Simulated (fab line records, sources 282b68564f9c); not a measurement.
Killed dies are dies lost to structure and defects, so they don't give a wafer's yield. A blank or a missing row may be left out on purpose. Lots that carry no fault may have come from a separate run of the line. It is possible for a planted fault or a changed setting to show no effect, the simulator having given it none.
Comparing a struck lot with a sound one | flow rit cmos | 27 steps out of a route of 202
Sound: wafers L703.4, L703.5, L703.6. Wafers L691.2, L691.3, L691.5 were the ones struck. At the end, the cause is stated.
Each step with rows lists, per side, the tool, then ch with its chambers, then its first start. Under that, the readings that differ: sound wafers | struck wafers | difference of the means | sigmas: that difference in standard deviations of wafers without a fault.
alike: a reading whose means differ by less than 2 such deviations, as well as words and numbers matching on both sides. not compared: withheld readings; readings where some wafer has no value; bounds like >300 that might hide an equal value; numbers whose values overlap and for which the record gives no deviation.
The two part at a step that has a row with sigmas, a row that says differs or no value, or rows on one side only. When numbers do not overlap yet have no deviation, they are printed without sigmas and do not part them. A reading missing from all wafers of one side parts the sides only when that side holds two or more wafers.

RIT_ACTIVE_BOW_MEAS_00:
  sound on film metro-02 at day 5 09:04; struck on film metro-04 at day 2 21:01
  alike: INCOMING_BOW
then, 1 step without rows for these wafers: RIT_ACTIVE_OXIDATION_01 (target thk 46.8 nm, ox time 3360 s).
RIT_ACTIVE_THK_MEAS_02:
  sound on film metro-03 at day 5 11:05; struck on film metro-04 at day 2 23:04
  alike: ACTIVE_OXIDE_THK
RIT_ACTIVE_CVD_03: deposits Si3N4 from SiH2Cl2/NH3, target thk 150 nm, time 1500 s.
  sound on lpcvd-02 ch 0, day 5 11:07; struck on lpcvd-01 ch 0, day 2 23:07
  reading                                  | sound             | struck            | difference | sigmas
  nh3 flow sccm (sccm)                     | 150.0 150.6 150.2 | 119.8 120.1 119.7 | -30.4      | -68
  model.Si3N4_of_ACTIVE_CVD_03.thk nm (nm) | 145.4 145.4 146.9 | 129.9 130.7 130.5 | -15.5      |
  alike: zone power source pct
RIT_ACTIVE_THK_MEAS_04:
  sound on film metro-04 at day 5 12:34; struck on film metro-04 at day 3 00:32
  reading                 | sound             | struck            | difference | sigmas
  ACTIVE_NITRIDE_THK (nm) | 145.4 145.3 146.9 | 130.0 130.7 130.4 | -15.5      | -8
then, 6 steps without rows for these wafers: RIT_ACTIVE_HMDS_05 (prime time 60 s); RIT_ACTIVE_COAT_06 (resist thk 1000 nm); RIT_ACTIVE_SOFTBAKE_07 (time 60 s); RIT_ACTIVE_EXPOSE_08 (exposes mask M1, target cd 1400 nm); RIT_ACTIVE_PEB_09; RIT_ACTIVE_DEVELOP_10 (develop time 50 s).
RIT_ACTIVE_CD_MEAS_11 targets a cd of 1400 nm.
  sound on cd sem-02 at day 5 13:30; struck on cd sem-01 at day 3 01:28
  alike: cd nm
then, 1 step without rows for these wafers: RIT_ACTIVE_HARDBAKE_12 (time 60 s).
RIT_ACTIVE_ETCH_13: etches Si3N4 in SF6, stops on SiO2, time 210 s, target depth 210 nm.
  sound on rie diel-01 ch 0,1,2, day 5 13:47; struck on rie diel-03 ch 0,1,2, day 3 01:43
  reading                            | sound             | struck            | difference | sigmas
  oes product au (a.u.)              | 0.787 0.804 0.811 | 0.746 0.761 0.758 | -0.046     | -4
  model.ACTIVE.feature depth nm (nm) | 147.1 148.4 149   | 132.5 132.2 132.4 | -15.8      |
  model.etch.depth nm (nm)           | 145.4 145.4 146.9 | 129.9 130.7 130.5 | -15.5      |
  alike: chamber pressure mTorr, drypump motor current A, throttle valve pct
  not compared: rf hours counter h
RIT_ACTIVE_STRIP_14: strips in O2, time 180 s.
  sound on plasma asher-04 ch 0,1, day 5 13:54; struck on plasma asher-02 ch 0,1, day 3 01:50
  alike: chamber pressure mTorr, drypump motor current A
  not compared: rf hours counter h
RIT_ACTIVE_CD_MEAS_90 targets a cd of 1400 nm.
  sound on cd sem-01 at day 5 14:05; struck on cd sem-01 at day 3 02:02
  alike: cd nm
then, 4 steps without rows for these wafers: RIT_ACTIVE_CLEAN_15 (cleans in SC1, time 600 s); RIT_ACTIVE_CLEAN_16 (cleans in dHF, time 30 s); RIT_ACTIVE_CLEAN_17 (cleans in SC2, time 600 s); RIT_FOX1_OXIDATION_00 (target thk 350.7 nm, ox time 1130 s).
RIT_FOX1_THK_MEAS_01:
  sound on film metro-01 at day 5 15:56; struck on film metro-02 at day 3 04:00
  alike: FOX1_OXIDE_THK
then, 2 steps without rows for these wafers: RIT_FOX1_WET_ETCH_02 (etches SiO2 in BOE, target depth 350 nm, time 390 s); RIT_FOX2_OXIDATION_00 (target thk 350.7 nm, ox time 1130 s).
RIT_FOX2_THK_MEAS_01:
  sound on film metro-03 at day 5 17:26; struck on film metro-01 at day 3 05:30
  alike: FOX2_OXIDE_THK
RIT_FOX2_CLEAN_02: cleans in dHF, time 180 s.
  sound on wet bench-04 ch 2, day 5 17:28; struck on wet bench-01 ch 1, day 3 05:33
  reading                                  | sound             | struck            | difference | sigmas
  model.Si3N4_of_ACTIVE_CVD_03.thk nm (nm) | 126.1 126.2 127.6 | 110.7 111.4 111.3 | -15.5      |
then, 1 step without rows for these wafers: RIT_FOX2_WET_ETCH_03 (etches Si3N4 in H3PO4, target depth 195 nm, time 2700 s).
RIT_M1_PROBE_99:
  the record holds rows for the sound wafers here (prober-01, day 7 09:43) but none for the struck ones

== WHERE THEY PART ==
First at RIT_ACTIVE_CVD_03; last, within this record, at RIT_M1_PROBE_99.

WHY: what had been put in by the simulator
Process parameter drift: lpcvd-01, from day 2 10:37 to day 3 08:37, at RIT_ACTIVE_CVD_03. A move of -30 in setting nh3 flow sccm, from 150. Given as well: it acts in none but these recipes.
